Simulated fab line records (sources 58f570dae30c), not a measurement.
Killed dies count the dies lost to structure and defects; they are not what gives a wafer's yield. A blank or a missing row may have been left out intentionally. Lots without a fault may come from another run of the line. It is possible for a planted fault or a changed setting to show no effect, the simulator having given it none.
Which tool did it? / flow berkeley cmos170 / 7 lots with 21 wafers sampled at 2 steps, on a route of 331 steps

WHAT THE GAUGES READ, wafer by wafer
UCB170_SDANNEAL_RS_MEAS_05: uses a four-point probe to measure.
lot=L676; measured=day 8 23:01; on=film metro-04; NLDD_RS (ohm/sq)=616.3 618.0 616.3
lot=L678; measured=day 8 23:35; on=film metro-02; NLDD_RS (ohm/sq)=617.2 616.3 618.3
lot=L681; measured=day 9 16:55; on=film metro-04; NLDD_RS (ohm/sq)=559.4 538.2 572.0
lot=L692; measured=day 11 10:39; on=film metro-02; NLDD_RS (ohm/sq)=617.7 617.3 617.4
lot=L694; measured=day 12 16:41; on=film metro-04; NLDD_RS (ohm/sq)=615.5 614.6 614.9
lot=L697; measured=day 12 16:34; on=film metro-02; NLDD_RS (ohm/sq)=615.6 614.8 615.4
lot=L698; measured=day 13 07:49; on=film metro-01; NLDD_RS (ohm/sq)=615.6 615.9 614.4

EACH LOT AND THE TOOL THAT RAN IT (in order: tool; ch and the chambers of the sampled wafers; start)
lot=L676; UCB170_NLDD_IMPLANT_09=implanter-04 ch 0, day 8 09:12
lot=L678; UCB170_NLDD_IMPLANT_09=implanter-04 ch 0, day 8 09:45
lot=L681; UCB170_NLDD_IMPLANT_09=implanter-01 ch 0, day 9 02:52
lot=L692; UCB170_NLDD_IMPLANT_09=implanter-04 ch 0, day 10 22:19
lot=L694; UCB170_NLDD_IMPLANT_09=implanter-01 ch 0, day 11 23:59
lot=L697; UCB170_NLDD_IMPLANT_09=implanter-01 ch 0, day 12 02:58
lot=L698; UCB170_NLDD_IMPLANT_09=implanter-03 ch 0, day 12 22:01
- UCB170_NLDD_IMPLANT_09

THE ANSWER, worked out from the rows above alone
Rule: what is usual is taken from the lots themselves. Put in order of their means at a reading, lots are off if they are a third of the lots or fewer, leave a main group of 4 or more, and stand apart from it by a gap of 3 or more times the standard deviation of the main group's means; of several such gaps the widest counts. Not used: any main group whose means are identical at the precision the tables above print for the reading. A lot without any number at a reading at which 4 lots or more have one is off too. Where the step has rows for the other lots, those lots are counted as sound.
Off: L681, at UCB170_SDANNEAL_RS_MEAS_05 (NLDD_RS). Main group: mean 616.2 ohm/sq, sd 1.
A tool fits if, at a process step before that reading, it ran every lot that is off, and no sound lot after the first of them. Gauges at UCB170_SDANNEAL_RS_MEAS_05: tried the same way as those tools. Of those tried, none fits.

WHAT HAD BEEN PUT IN BY THE SIMULATOR
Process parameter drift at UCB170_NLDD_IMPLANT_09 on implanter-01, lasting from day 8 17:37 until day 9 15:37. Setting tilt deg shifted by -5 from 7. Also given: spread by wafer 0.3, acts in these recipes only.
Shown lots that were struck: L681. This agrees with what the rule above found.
